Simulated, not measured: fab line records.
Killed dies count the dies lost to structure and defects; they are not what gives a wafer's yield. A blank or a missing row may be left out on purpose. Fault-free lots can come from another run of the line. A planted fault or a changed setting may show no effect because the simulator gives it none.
Matching of chambers ; flow berkeleyCmos170 ; UCB170_M3_ETCH_17 on rieDiel-04: 4 sister chambers
The step etches BARC in N2/H2. 8 wafers are shown with their chamber, then 11 later ones without.

WAFERS WITH THEIR CHAMBER
wafer;chamber;drypumpMotorCurrentA (A);throttleValvePct (%)
L621.5;3;5.4;13.52
L626.1;2;6.7;13.34
L626.4;2;6.7;13.35
L627.6;0;5.9;13.52
L629.1;1;6.0;13.15
L629.3;3;5.4;13.52
L629.5;1;6.1;13.14
L633.1;0;5.9;13.51

WAFERS WHOSE CHAMBER IS MISSING
wafer;drypumpMotorCurrentA (A);throttleValvePct (%)
L633.3;6.0;13.14
L633.6;6.0;13.13
L635.1;5.9;13.51
L635.3;5.4;13.53
L635.5;5.9;13.53
L637.2;6.1;13.14
L637.4;5.9;13.52
L637.5;5.4;13.54
L639.1;5.4;13.53
L639.3;6.7;13.36
L639.4;5.9;13.52

EACH ONE'S CHAMBER
wafer;from the rows above;in truth
L633.3;1;1
L633.6;1;1
L635.1;0;0
L635.3;3;3
L635.5;0;0
L637.2;1;1
L637.4;0;0
L637.5;3;3
L639.1;3;3
L639.3;2;2
L639.4;0;0
Correctly placed: 11 of 11. Number that these rows cannot place: 0. Number placed wrongly: 0.
How it was worked out, from the rows above alone: a wafer's distance from a chamber is the root of the sum, over the readings, of the square of ((its reading less the chamber's mean) divided by the reading's scatter). The wafer belongs to the nearest chamber; if the next one is less than 2 further off, it can't be placed. For every chamber, the mean is computed from those of its wafers that are shown. The scatter: take each reading less its chamber's mean, square it, sum over the shown wafers, divide by the number of wafers less the number of chambers, and take the root.
